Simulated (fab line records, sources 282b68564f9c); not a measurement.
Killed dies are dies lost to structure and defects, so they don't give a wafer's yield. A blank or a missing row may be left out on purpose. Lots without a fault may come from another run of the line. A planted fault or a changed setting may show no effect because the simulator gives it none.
Which tool did it? | flow rit_cmos | 13 lots, 39 wafers sampled, at 2 steps of a route of 202

WHAT THE GAUGES READ, wafer by wafer
RIT_M1_CD_MEAS_90: target cd 2600 nm.
lot  | measured    | on        | cd_nm (nm)
L200 | day 3 09:08 | cd_sem-01 | 2599.0 2601.4 2600.8
L202 | day 3 19:10 | cd_sem-01 | 2602.9 2602.6 2605.4
L205 | day 4 08:55 | cd_sem-02 | 2599.8 2597.3 2599.2
L206 | day 4 15:44 | cd_sem-01 | 2596.9 2597.3 2595.0
L207 | day 5 01:11 | cd_sem-01 | 2600.9 2598.1 2598.7
L208 | day 5 04:04 | cd_sem-01 | 2597.1 2599.2 2601.6
L209 | day 5 09:07 | cd_sem-01 | 2602.2 2600.8 2602.1
L210 | day 5 12:04 | cd_sem-02 | 2597.1 2600.1 2596.2
L211 | day 5 17:29 | cd_sem-02 | 2598.4 2598.4 2599.1
L212 | day 5 20:11 | cd_sem-01 | 2598.6 2596.6 2600.9
L215 | day 6 10:46 | cd_sem-01 | 2600.8 2600.2 2598.9
L217 | day 6 20:54 | cd_sem-01 | 2595.6 2598.8 2595.0
L218 | day 7 00:54 | cd_sem-02 | 2600.1 2605.5 2609.7

WHICH TOOL RAN EACH LOT (tool, then ch and the chambers of the sampled wafers, then the start)
lot  | RIT_M1_METAL_ETCH_12
L200 | rie_metal-03 ch 0,1, day 3 08:37
L202 | rie_metal-02 ch 0,1, day 3 18:40
L205 | rie_metal-02 ch 0,1, day 4 08:24
L206 | rie_metal-01 ch 0,1, day 4 15:15
L207 | rie_metal-03 ch 1, day 5 00:31
L208 | rie_metal-02 ch 0, day 5 03:32
L209 | rie_metal-01 ch 0,1, day 5 08:37
L210 | rie_metal-03 ch 0,1, day 5 11:34
L211 | rie_metal-02 ch 0,1, day 5 16:53
L212 | rie_metal-01 ch 0,1, day 5 19:40
L215 | rie_metal-01 ch 0,1, day 6 10:14
L217 | rie_metal-01 ch 0,1, day 6 20:20
L218 | rie_metal-03 ch 0,1, day 7 00:23
- RIT_M1_METAL_ETCH_12: etches Al in Cl2/BCl3, stops on SiO2, time 165 s, target depth 600 nm.

WHAT THE TOOLS THEMSELVES READ (means of the sampled wafers that have a number; where no wafer has one, the mark that the record gives instead)
RIT_M1_METAL_ETCH_12.
lot  | tool         | chamber_pressure_mTorr (mTorr) | drypump_motor_current_A (A) | oes_product_au (a.u.) | throttle_valve_pct (%)
L200 | rie_metal-03 | 99.92                          | 6.13                        | 0.764                 | 8.16
L202 | rie_metal-02 | 99.98                          | 6.43                        | 0.771                 | 8.20
L205 | rie_metal-02 | 100.04                         | 6.42                        | 0.782                 | 8.20
L206 | rie_metal-01 | 99.99                          | 6.44                        | 0.769                 | 8.36
L207 | rie_metal-03 | 100.01                         | 6.02                        | 0.777                 | 8.21
L208 | rie_metal-02 | 99.92                          | 6.60                        | 0.778                 | 8.15
L209 | rie_metal-01 | 100.05                         | 6.53                        | 0.779                 | 8.35
L210 | rie_metal-03 | 99.98                          | 6.10                        | 0.768                 | 8.18
L211 | rie_metal-02 | 100.05                         | 6.24                        | 0.773                 | 8.23
L212 | rie_metal-01 | 99.95                          | 6.55                        | 0.761                 | 8.36
L215 | rie_metal-01 | 100.01                         | 6.50                        | 0.767                 | 8.36
L217 | rie_metal-01 | 99.99                          | 6.52                        | 0.771                 | 8.35
L218 | rie_metal-03 | 100.00                         | 6.09                        | 0.763                 | 8.18

THE ANSWER, worked out from the rows above alone
Rule: what is usual is taken from the lots themselves. Put in order of their means at a reading, lots are off if they are a third of the lots or fewer, leave a main group of 4 or more, and stand apart from it by a gap of 3 or more times the standard deviation of the main group's means; of several such gaps the widest counts. A main group whose means are all the same, to the digits that the tables above print for the reading, isn't used. A lot without any number at a reading at which 4 lots or more have one is off too. The other lots that the step has rows for count as sound. The gauges are gone through in route order, then the tools' own readings, and for those a lot's mean is taken as printed above. The first step at which some lot is off is used, and at that step the reading that is off furthest; a lot without a number counts as furthest.
No lot is off at any reading shown: from this, nothing can be told.

WHAT THE SIMULATOR HAD PUT IN
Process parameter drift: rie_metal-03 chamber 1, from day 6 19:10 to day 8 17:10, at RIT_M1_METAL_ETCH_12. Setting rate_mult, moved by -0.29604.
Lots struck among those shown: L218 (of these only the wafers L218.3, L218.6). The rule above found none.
